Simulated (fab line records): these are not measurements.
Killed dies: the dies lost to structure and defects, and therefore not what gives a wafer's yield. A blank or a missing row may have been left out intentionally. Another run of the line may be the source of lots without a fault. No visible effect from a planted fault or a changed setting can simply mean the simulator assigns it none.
A lot that was struck, set against a sound lot ; flow berkeleyCmos170 ; 15 out of 331 route steps
Sound: these wafers, L240.1, L240.5, L240.6. Wafers L241.2, L241.5, L241.6 were the ones struck. The cause is given at the end.
Per side, at each step with rows, come the tool, then ch with its chambers, and then its first start. Under that, the readings that differ: sound wafers ; struck wafers ; difference of the means ; sigmas: that difference in standard deviations of wafers without a fault.
alike: same words and numbers on both sides, and readings whose means sit less than 2 such deviations apart. not compared: any withheld reading, any reading some wafer has no value for, any bound like >300 that may hide the same value, and any number with overlapping values for which the record gives no deviation.
A row with sigmas, a row that says differs or no value, or rows on one side alone: a step with any of these is where the two part. Numbers that have no deviation but don't overlap get no sigmas and don't part them. Lack of a reading on every wafer of one side parts them only where that side has two or more wafers.

UCB170_CONTACT_ETCH_17: etches BARC in N2/H2.
  sound on rieDiel-01 ch 2,3, day 11 00:09; struck on rieDiel-04 ch 0,1,2, day 11 00:31
reading;sound;struck;difference;sigmas
drypumpMotorCurrentA (A);4.9 5.1 4.9;5.5 5.6 6.6;+0.9;+2
  alike: oesProductAu, throttleValvePct
UCB170_CONTACT_ETCH_18: etches PSG in CHF3/CF4/Ar, stops on TiSi2, target depth 840 nm, time 195 s.
  sound on rieDiel-01 ch 2,3; struck on rieDiel-04 ch 0,1,2
  alike: drypumpMotorCurrentA, oesProductAu, throttleValvePct
  not compared: rfHoursCounterH
UCB170_CONTACT_STRIP_19: strips in O2.
  sound on plasmaAsher-02 ch 0,1, day 11 00:19; struck on plasmaAsher-03 ch 0,1, day 11 00:41
  alike: drypumpMotorCurrentA, oesProductAu
  not compared: rfHoursCounterH
UCB170_CONTACT_CD_MEAS_90 targets a cd of 700 nm.
  sound on cdSem-02, day 11 00:50; struck on cdSem-02, day 11 01:27
  alike: cdNm
then, 1 step without rows for these wafers: UCB170_CONTACT_CLEAN_20 (cleans in SPM, time 600 s).
UCB170_M1_SPUTTER_00: material Al, target thk 600 nm, time 80 s.
  sound on pvdSputter-03, day 11 01:08; struck on pvdSputter-01, day 11 01:45
  alike: cathodeDcPowerW, throttleValvePct
UCB170_M1_RS_MEAS_01: measurement is done with a four-point probe.
  sound on filmMetro-03, day 11 01:11; struck on filmMetro-03, day 11 01:50
  alike: M1_AL_RS
UCB170_M1_THK_MEAS_02: measures by xrf.
  sound on filmMetro-03, day 11 01:19; struck on filmMetro-03, day 11 01:56
  alike: M1_AL_THK
then, 4 steps without rows for these wafers: UCB170_M1_COAT_03; UCB170_M1_COAT_04 (resist thk 900 nm); UCB170_M1_SOFTBAKE_05 (time 60 s); UCB170_M1_EXPOSE_06 (exposes mask METAL1, target cd 700 nm).
UCB170_M1_PEB_07:
  sound on lithoTrack-02 ch 0, day 11 02:26; struck on lithoTrack-03 ch 0, day 11 03:02
reading;sound;struck;difference;sigmas
heaterPowerTotalW (W);56.77 56.85 56.81;57.73 57.66 57.57;+0.84;+19
then, 1 step without rows for these wafers: UCB170_M1_DEVELOP_08 (develop time 45 s).
UCB170_M3_PROBE_99:
  rows exist in the record for the sound wafers here (prober-02, day 11 21:41), none for the struck ones

== WHERE THEY PART ==
First at UCB170_CONTACT_ETCH_17; last, within this record, at UCB170_M3_PROBE_99.

WHY: the cause the simulator had injected
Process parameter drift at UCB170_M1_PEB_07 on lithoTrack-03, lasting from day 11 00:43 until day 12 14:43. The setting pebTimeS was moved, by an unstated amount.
